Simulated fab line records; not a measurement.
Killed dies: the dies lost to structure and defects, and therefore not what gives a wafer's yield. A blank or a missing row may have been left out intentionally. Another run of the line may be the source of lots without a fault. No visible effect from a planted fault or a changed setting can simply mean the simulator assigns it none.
fab line records / flow rit-cmos
record: lots: 15 wafers: 45 last-day: 7
route steps=202 shown GATE@95
lots untouched by any fault: they come from a run of this same line in which no faults occurred
start-h: hours from the record's opening day to when the first of the lot's shown wafers began / wait-h: hours elapsed since this lot's preceding step / " the same as in the row above / L1.1+2: one row covering several wafers at once / - no value, or no start was given / * or withheld: withheld / < > ~ a bound
route shown NAME@n: NAME is a module with steps in the file, n the number in the route of the first one / usual: mean and standard deviation over wafers with no fault / same: alike in all rows / chamber/n: place in a boat / sites: each site's reading / _std_site: how widely they spread, as a standard deviation / _edge_site: the outer-site mean with the inner-site mean subtracted / radius-mm: for every site, how far away it sits from the centre of the wafer / mask NAME#n: copy n / behind: the last tool/chamber to shape the wafer / hold: reason for holding the lot/hours on hold/outcome of the hold / device: transistor that didn't switch, given as n, p or np / end of line: tests of these same wafers at the route's end / where a step has no rows: the recipe by itself / killed: dies lost to structure and defects at the first sort, not the wafer's yield / map: shows each die of a wafer: x if killed, . if not, _ if none is there
set.NAME: the setting that was run; set.NAME@STEP: the one run at that earlier step / model.NAME: the simulator's own value behind a step, which no gauge read
one table for each step of the route and one row for each wafer, over a sample of lots
services: a tool's chamber out of use, with start hour (start-h, from the record's first day; less than 0 if before it), hours out, and reason
== steps ==
step: RIT_GATE_ETCH_19
recipe: chemistry: SF6/CHF3/O2 time-s: 165 SF6_flow_sccm: 30 CHF3_flow_sccm: 30 O2_flow_sccm: 5 target: poly-Si pressure-mtorr: 40 rf-w: 160 target-depth-a: 3125 over-etch-frac: 0.25 stop-on: SiO2
usual: CHF3_flow_sccm: 30.00/0.077 O2_flow_sccm: 5.000/0.015 drypump-motor-current-A: 5.4/0.43 oes-product-au: 0.859/0.0098 throttle-valve-pct: 10.25/0.12
lot.wafer=L934.3 tool=rie-si-02 chamber=1 start-h=36.89 wait-h=0.1 CHF3_flow_sccm=30.20 O2_flow_sccm=5.002 drypump-motor-current-A=5.1 oes-product-au=0.856 rf-hours-counter-h=50 throttle-valve-pct=10.43
lot.wafer=L934.4 tool=rie-si-02 chamber=0 start-h=36.89 wait-h=0.1 CHF3_flow_sccm=30.01 O2_flow_sccm=5.013 drypump-motor-current-A=5.8 oes-product-au=0.846 rf-hours-counter-h=- throttle-valve-pct=10.01
lot.wafer=L934.5 tool=rie-si-02 chamber=3 start-h=36.89 wait-h=0.1 CHF3_flow_sccm=30.00 O2_flow_sccm=5.001 drypump-motor-current-A=4.8 oes-product-au=0.862 rf-hours-counter-h=- throttle-valve-pct=10.24
lot.wafer=L935.1 tool=rie-si-01 chamber=1 start-h=42.71 wait-h=0.1 CHF3_flow_sccm=30.05 O2_flow_sccm=5.004 drypump-motor-current-A=5.7 oes-product-au=0.877 rf-hours-counter-h=28 throttle-valve-pct=10.28
lot.wafer=L935.3 tool=rie-si-01 chamber=0 start-h=42.71 wait-h=0.1 CHF3_flow_sccm=30.01 O2_flow_sccm=5.004 drypump-motor-current-A=5.3 oes-product-au=0.865 rf-hours-counter-h=101 throttle-valve-pct=10.28
lot.wafer=L935.4 tool=rie-si-01 chamber=2 start-h=42.71 wait-h=0.1 CHF3_flow_sccm=29.81 O2_flow_sccm=4.986 drypump-motor-current-A=5.3 oes-product-au=0.860 rf-hours-counter-h=1 throttle-valve-pct=10.26
lot.wafer=L936.3 tool=rie-si-02 chamber=3 start-h=49.78 wait-h=0.1 CHF3_flow_sccm=30.05 O2_flow_sccm=5.029 drypump-motor-current-A=4.8 oes-product-au=0.867 rf-hours-counter-h=15 throttle-valve-pct=10.23
lot.wafer=L936.5 tool=rie-si-02 chamber=1 start-h=49.78 wait-h=0.1 CHF3_flow_sccm=30.03 O2_flow_sccm=5.023 drypump-motor-current-A=5.1 oes-product-au=0.861 rf-hours-counter-h=- throttle-valve-pct=10.43
lot.wafer=L936.6 tool=rie-si-02 chamber=0 start-h=49.78 wait-h=0.1 CHF3_flow_sccm=30.11 O2_flow_sccm=5.001 drypump-motor-current-A=5.8 oes-product-au=0.849 rf-hours-counter-h=- throttle-valve-pct=10.00
lot.wafer=L938.1 tool=rie-si-02 chamber=0 start-h=58.16 wait-h=0.1 CHF3_flow_sccm=29.93 O2_flow_sccm=5.000 drypump-motor-current-A=5.8 oes-product-au=0.851 rf-hours-counter-h=154 throttle-valve-pct=10.03
lot.wafer=L938.2 tool=rie-si-02 chamber=1 start-h=58.16 wait-h=0.1 CHF3_flow_sccm=29.95 O2_flow_sccm=4.995 drypump-motor-current-A=5.1 oes-product-au=0.869 rf-hours-counter-h=50 throttle-valve-pct=10.45
lot.wafer=L938.6 tool=rie-si-02 chamber=0 start-h=58.16 wait-h=0.1 CHF3_flow_sccm=30.04 O2_flow_sccm=4.997 drypump-motor-current-A=5.8 oes-product-au=0.841 rf-hours-counter-h=- throttle-valve-pct=10.00
lot.wafer=L940.2 tool=rie-si-02 chamber=3 start-h=69.89 wait-h=0.1 CHF3_flow_sccm=29.95 O2_flow_sccm=5.016 drypump-motor-current-A=4.8 oes-product-au=0.869 rf-hours-counter-h=15 throttle-valve-pct=10.23
lot.wafer=L940.5 tool=rie-si-02 chamber=3 start-h=69.89 wait-h=0.1 CHF3_flow_sccm=30.00 O2_flow_sccm=4.986 drypump-motor-current-A=4.8 oes-product-au=0.858 rf-hours-counter-h=- throttle-valve-pct=10.22
lot.wafer=L940.6 tool=rie-si-02 chamber=0 start-h=69.89 wait-h=0.1 CHF3_flow_sccm=29.96 O2_flow_sccm=5.000 drypump-motor-current-A=5.7 oes-product-au=0.850 rf-hours-counter-h=- throttle-valve-pct=10.02
lot.wafer=L941.1 tool=rie-si-01 chamber=1 start-h=76.45 wait-h=0.1 CHF3_flow_sccm=30.05 O2_flow_sccm=4.986 drypump-motor-current-A=5.7 oes-product-au=0.880 rf-hours-counter-h=28 throttle-valve-pct=10.28
lot.wafer=L941.5 tool=rie-si-01 chamber=0 start-h=76.45 wait-h=0.1 CHF3_flow_sccm=30.09 O2_flow_sccm=5.005 drypump-motor-current-A=5.3 oes-product-au=0.869 rf-hours-counter-h=- throttle-valve-pct=10.27
lot.wafer=L941.6 tool=rie-si-01 chamber=1 start-h=76.45 wait-h=0.1 CHF3_flow_sccm=29.99 O2_flow_sccm=4.992 drypump-motor-current-A=5.6 oes-product-au=0.880 rf-hours-counter-h=- throttle-valve-pct=10.26
lot.wafer=L942.3 tool=rie-si-02 chamber=1 start-h=77.93 wait-h=0.1 CHF3_flow_sccm=29.96 O2_flow_sccm=4.988 drypump-motor-current-A=5.1 oes-product-au=0.869 rf-hours-counter-h=50 throttle-valve-pct=10.43
lot.wafer=L942.4 tool=rie-si-02 chamber=2 start-h=77.93 wait-h=0.1 CHF3_flow_sccm=30.08 O2_flow_sccm=4.996 drypump-motor-current-A=5.8 oes-product-au=0.865 rf-hours-counter-h=54 throttle-valve-pct=10.39
lot.wafer=L942.6 tool=rie-si-02 chamber=2 start-h=77.93 wait-h=0.1 CHF3_flow_sccm=29.93 O2_flow_sccm=4.991 drypump-motor-current-A=5.7 oes-product-au=0.856 rf-hours-counter-h=- throttle-valve-pct=10.40
lot.wafer=L943.3 tool=rie-si-01 chamber=0 start-h=81.49 wait-h=0.1 CHF3_flow_sccm=29.95 O2_flow_sccm=5.001 drypump-motor-current-A=5.3 oes-product-au=0.855 rf-hours-counter-h=102 throttle-valve-pct=10.27
lot.wafer=L943.4 tool=rie-si-01 chamber=2 start-h=81.49 wait-h=0.1 CHF3_flow_sccm=29.96 O2_flow_sccm=4.995 drypump-motor-current-A=5.3 oes-product-au=0.858 rf-hours-counter-h=1 throttle-valve-pct=10.25
lot.wafer=L943.5 tool=rie-si-01 chamber=1 start-h=81.49 wait-h=0.1 CHF3_flow_sccm=29.86 O2_flow_sccm=4.984 drypump-motor-current-A=5.7 oes-product-au=0.861 rf-hours-counter-h=- throttle-valve-pct=10.27
lot.wafer=L944.1 tool=rie-si-02 chamber=0 start-h=89.04 wait-h=0.1 CHF3_flow_sccm=30.12 O2_flow_sccm=5.004 drypump-motor-current-A=5.8 oes-product-au=0.841 rf-hours-counter-h=154 throttle-valve-pct=9.99
lot.wafer=L944.4 tool=rie-si-02 chamber=2 start-h=89.04 wait-h=0.1 CHF3_flow_sccm=29.94 O2_flow_sccm=5.009 drypump-motor-current-A=5.7 oes-product-au=0.866 rf-hours-counter-h=54 throttle-valve-pct=10.39
lot.wafer=L944.6 tool=rie-si-02 chamber=3 start-h=89.04 wait-h=0.1 CHF3_flow_sccm=29.97 O2_flow_sccm=5.000 drypump-motor-current-A=4.7 oes-product-au=0.854 rf-hours-counter-h=- throttle-valve-pct=10.23
lot.wafer=L945.2 tool=rie-si-01 chamber=2 start-h=92.93 wait-h=0.1 CHF3_flow_sccm=30.02 O2_flow_sccm=4.996 drypump-motor-current-A=5.3 oes-product-au=0.853 rf-hours-counter-h=1 throttle-valve-pct=10.26
lot.wafer=L945.5 tool=rie-si-01 chamber=3 start-h=92.93 wait-h=0.1 CHF3_flow_sccm=30.09 O2_flow_sccm=5.018 drypump-motor-current-A=6.1 oes-product-au=0.846 rf-hours-counter-h=- throttle-valve-pct=10.14
lot.wafer=L945.6 tool=rie-si-01 chamber=0 start-h=92.93 wait-h=0.1 CHF3_flow_sccm=29.93 O2_flow_sccm=5.005 drypump-motor-current-A=5.3 oes-product-au=0.858 rf-hours-counter-h=- throttle-valve-pct=10.26
lot.wafer=L946.2 tool=rie-si-02 chamber=3 start-h=96.34 wait-h=0.1 CHF3_flow_sccm=30.04 O2_flow_sccm=5.015 drypump-motor-current-A=4.8 oes-product-au=0.864 rf-hours-counter-h=16 throttle-valve-pct=10.24
lot.wafer=L946.3 tool=rie-si-02 chamber=1 start-h=96.34 wait-h=0.1 CHF3_flow_sccm=29.99 O2_flow_sccm=5.007 drypump-motor-current-A=5.1 oes-product-au=0.854 rf-hours-counter-h=51 throttle-valve-pct=10.41
lot.wafer=L946.6 tool=rie-si-02 chamber=1 start-h=96.34 wait-h=0.1 CHF3_flow_sccm=29.91 O2_flow_sccm=5.005 drypump-motor-current-A=5.1 oes-product-au=0.866 rf-hours-counter-h=- throttle-valve-pct=10.44
lot.wafer=L954.1 tool=rie-si-02 chamber=3 start-h=139.49 wait-h=0.1 CHF3_flow_sccm=- O2_flow_sccm=- drypump-motor-current-A=- oes-product-au=- rf-hours-counter-h=- throttle-valve-pct=-
lot.wafer=L954.3 tool=rie-si-02 chamber=0 start-h=139.49 wait-h=0.1 CHF3_flow_sccm=- O2_flow_sccm=- drypump-motor-current-A=- oes-product-au=- rf-hours-counter-h=- throttle-valve-pct=-
lot.wafer=L954.5 tool=rie-si-02 chamber=1 start-h=139.49 wait-h=0.1 CHF3_flow_sccm=- O2_flow_sccm=- drypump-motor-current-A=- oes-product-au=- rf-hours-counter-h=- throttle-valve-pct=-
lot.wafer=L955.4 tool=rie-si-01 chamber=3 start-h=142.03 wait-h=0.1 CHF3_flow_sccm=- O2_flow_sccm=- drypump-motor-current-A=- oes-product-au=- rf-hours-counter-h=- throttle-valve-pct=-
lot.wafer=L955.5 tool=rie-si-01 chamber=0 start-h=142.03 wait-h=0.1 CHF3_flow_sccm=- O2_flow_sccm=- drypump-motor-current-A=- oes-product-au=- rf-hours-counter-h=- throttle-valve-pct=-
lot.wafer=L955.6 tool=rie-si-01 chamber=1 start-h=142.03 wait-h=0.1 CHF3_flow_sccm=- O2_flow_sccm=- drypump-motor-current-A=- oes-product-au=- rf-hours-counter-h=- throttle-valve-pct=-
lot.wafer=L956.4 tool=rie-si-02 chamber=3 start-h=147.17 wait-h=0.1 CHF3_flow_sccm=- O2_flow_sccm=- drypump-motor-current-A=- oes-product-au=- rf-hours-counter-h=- throttle-valve-pct=-
lot.wafer=L956.5 tool=rie-si-02 chamber=2 start-h=147.17 wait-h=0.1 CHF3_flow_sccm=- O2_flow_sccm=- drypump-motor-current-A=- oes-product-au=- rf-hours-counter-h=- throttle-valve-pct=-
lot.wafer=L956.6 tool=rie-si-02 chamber=3 start-h=147.17 wait-h=0.1 CHF3_flow_sccm=- O2_flow_sccm=- drypump-motor-current-A=- oes-product-au=- rf-hours-counter-h=- throttle-valve-pct=-
lot.wafer=L957.2 tool=rie-si-01 chamber=3 start-h=151.64 wait-h=0.1 CHF3_flow_sccm=29.99 O2_flow_sccm=4.967 drypump-motor-current-A=6.1 oes-product-au=0.843 rf-hours-counter-h=2 throttle-valve-pct=10.13
lot.wafer=L957.4 tool=rie-si-01 chamber=2 start-h=151.64 wait-h=0.1 CHF3_flow_sccm=30.08 O2_flow_sccm=5.012 drypump-motor-current-A=5.3 oes-product-au=0.857 rf-hours-counter-h=1 throttle-valve-pct=10.25
lot.wafer=L957.5 tool=rie-si-01 chamber=3 start-h=151.64 wait-h=0.1 CHF3_flow_sccm=30.05 O2_flow_sccm=4.981 drypump-motor-current-A=6.1 oes-product-au=0.852 rf-hours-counter-h=- throttle-valve-pct=10.14
step: RIT_GATE_CD_MEAS_90
recipe: target-cd-nm: 150
usual: cd-nm: 150.4/2.8
lot.wafer=L934.3 tool=cd-sem-02 chamber=- start-h=37.21 wait-h=0.1 cd-nm=149.7
lot.wafer=L934.4 tool=cd-sem-02 chamber=- start-h=37.21 wait-h=0.1 cd-nm=149.6
lot.wafer=L934.5 tool=cd-sem-02 chamber=- start-h=37.21 wait-h=0.1 cd-nm=150.2
lot.wafer=L935.1 tool=cd-sem-01 chamber=- start-h=42.99 wait-h=0.1 cd-nm=155.0
lot.wafer=L935.3 tool=cd-sem-01 chamber=- start-h=42.99 wait-h=0.1 cd-nm=152.7
lot.wafer=L935.4 tool=cd-sem-01 chamber=- start-h=42.99 wait-h=0.1 cd-nm=151.8
lot.wafer=L936.3 tool=cd-sem-02 chamber=- start-h=50.10 wait-h=0.1 cd-nm=149.8
lot.wafer=L936.5 tool=cd-sem-02 chamber=- start-h=50.10 wait-h=0.1 cd-nm=149.5
lot.wafer=L936.6 tool=cd-sem-02 chamber=- start-h=50.10 wait-h=0.1 cd-nm=150.8
lot.wafer=L938.1 tool=cd-sem-02 chamber=- start-h=58.45 wait-h=0.1 cd-nm=149.1
lot.wafer=L938.2 tool=cd-sem-02 chamber=- start-h=58.45 wait-h=0.1 cd-nm=149.2
lot.wafer=L938.6 tool=cd-sem-02 chamber=- start-h=58.45 wait-h=0.1 cd-nm=149.0
lot.wafer=L940.2 tool=cd-sem-02 chamber=- start-h=70.19 wait-h=0.1 cd-nm=152.4
lot.wafer=L940.5 tool=cd-sem-02 chamber=- start-h=70.19 wait-h=0.1 cd-nm=151.4
lot.wafer=L940.6 tool=cd-sem-02 chamber=- start-h=70.19 wait-h=0.1 cd-nm=150.4
lot.wafer=L941.1 tool=cd-sem-01 chamber=- start-h=76.73 wait-h=0.1 cd-nm=152.1
lot.wafer=L941.5 tool=cd-sem-01 chamber=- start-h=76.73 wait-h=0.1 cd-nm=152.3
lot.wafer=L941.6 tool=cd-sem-01 chamber=- start-h=76.73 wait-h=0.1 cd-nm=149.4
lot.wafer=L942.3 tool=cd-sem-02 chamber=- start-h=78.26 wait-h=0.1 cd-nm=152.6
lot.wafer=L942.4 tool=cd-sem-02 chamber=- start-h=78.26 wait-h=0.1 cd-nm=153.5
lot.wafer=L942.6 tool=cd-sem-02 chamber=- start-h=78.26 wait-h=0.1 cd-nm=155.2
lot.wafer=L943.3 tool=cd-sem-01 chamber=- start-h=81.81 wait-h=0.1 cd-nm=142.5
lot.wafer=L943.4 tool=cd-sem-01 chamber=- start-h=81.81 wait-h=0.1 cd-nm=144.0
lot.wafer=L943.5 tool=cd-sem-01 chamber=- start-h=81.81 wait-h=0.1 cd-nm=143.7
lot.wafer=L944.1 tool=cd-sem-01 chamber=- start-h=89.32 wait-h=0.1 cd-nm=148.6
lot.wafer=L944.4 tool=cd-sem-01 chamber=- start-h=89.32 wait-h=0.1 cd-nm=148.2
lot.wafer=L944.6 tool=cd-sem-01 chamber=- start-h=89.32 wait-h=0.1 cd-nm=149.3
lot.wafer=L945.2 tool=cd-sem-02 chamber=- start-h=93.24 wait-h=0.1 cd-nm=156.1
lot.wafer=L945.5 tool=cd-sem-02 chamber=- start-h=93.24 wait-h=0.1 cd-nm=155.1
lot.wafer=L945.6 tool=cd-sem-02 chamber=- start-h=93.24 wait-h=0.1 cd-nm=154.0
lot.wafer=L946.2 tool=cd-sem-01 chamber=- start-h=96.64 wait-h=0.1 cd-nm=151.9
lot.wafer=L946.3 tool=cd-sem-01 chamber=- start-h=96.64 wait-h=0.1 cd-nm=152.8
lot.wafer=L946.6 tool=cd-sem-01 chamber=- start-h=96.64 wait-h=0.1 cd-nm=151.7
lot.wafer=L954.1 tool=cd-sem-02 chamber=- start-h=139.77 wait-h=0.1 cd-nm=-
lot.wafer=L954.3 tool=cd-sem-02 chamber=- start-h=139.77 wait-h=0.1 cd-nm=-
lot.wafer=L954.5 tool=cd-sem-02 chamber=- start-h=139.77 wait-h=0.1 cd-nm=-
lot.wafer=L955.4 tool=cd-sem-02 chamber=- start-h=142.37 wait-h=0.1 cd-nm=-
lot.wafer=L955.5 tool=cd-sem-02 chamber=- start-h=142.37 wait-h=0.1 cd-nm=-
lot.wafer=L955.6 tool=cd-sem-02 chamber=- start-h=142.37 wait-h=0.1 cd-nm=-
lot.wafer=L956.4 tool=cd-sem-02 chamber=- start-h=147.51 wait-h=0.1 cd-nm=-
lot.wafer=L956.5 tool=cd-sem-02 chamber=- start-h=147.51 wait-h=0.1 cd-nm=-
lot.wafer=L956.6 tool=cd-sem-02 chamber=- start-h=147.51 wait-h=0.1 cd-nm=-
lot.wafer=L957.2 tool=cd-sem-02 chamber=- start-h=151.95 wait-h=0.1 cd-nm=150.6
lot.wafer=L957.4 tool=cd-sem-02 chamber=- start-h=151.95 wait-h=0.1 cd-nm=150.4
lot.wafer=L957.5 tool=cd-sem-02 chamber=- start-h=151.95 wait-h=0.1 cd-nm=149.7
== services ==
tool=rie-si-02 chamber=2 start-h=30.79 hours=34.0 kind=repair
tool=rie-si-02 chamber=0 start-h=93.54 hours=- kind=clean
tool=rie-si-02 chamber=0 start-h=93.54 hours=16.8 kind=scheduled-down
tool=rie-si-02 chamber=0 start-h=93.54 hours=16.8 kind=vent-cycle
tool=rie-si-01 chamber=1 start-h=95.63 hours=3.2 kind=repair
tool=rie-si-01 chamber=0 start-h=126.56 hours=5.2 kind=repair
tool=rie-si-01 chamber=- start-h=142.96 hours=2.8 kind=pm
== key ==
first-sign: step: RIT_GATE_ETCH_19 reading: tool-record direction: missing
effect: step: RIT_GATE_CD_MEAS_90 reading: cd-nm direction: missing
met-at RIT_GATE_ETCH_19
struck-lots L954,L955,L956
later-rows-left-out L954.1,L954.3,L954.5,L955.4,L955.5,L955.6,L956.4,L956.5,L956.6
sort-left-out L954.1,L954.3,L954.5,L955.4,L955.5,L955.6,L956.4,L956.5,L956.6
tester-left-out L954,L955,L956
onset-between 96.34 139.49
fault: kind: skipped-step-whole tool: rie-si-01,rie-si-02 chamber: - onset-h: 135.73 steps: RIT_GATE_ETCH_19 scope: struck-lots-only
tester-left-out: of these lots the tester's yield and bins aren't shown, on N5 and GAA mostly nor the transistor test; their killed dies are dies lost to structure and defects alone, not to doping, threshold or leakage, so they don't give the yield
sort-left-out: the simulated sort isn't trusted on such a fault, so these wafers' sort isn't shown, and their yield isn't known
later-rows-left-out: the simulator's readings of these wafers behind a module that went badly wrong aren't trusted and aren't shown, but for the sort
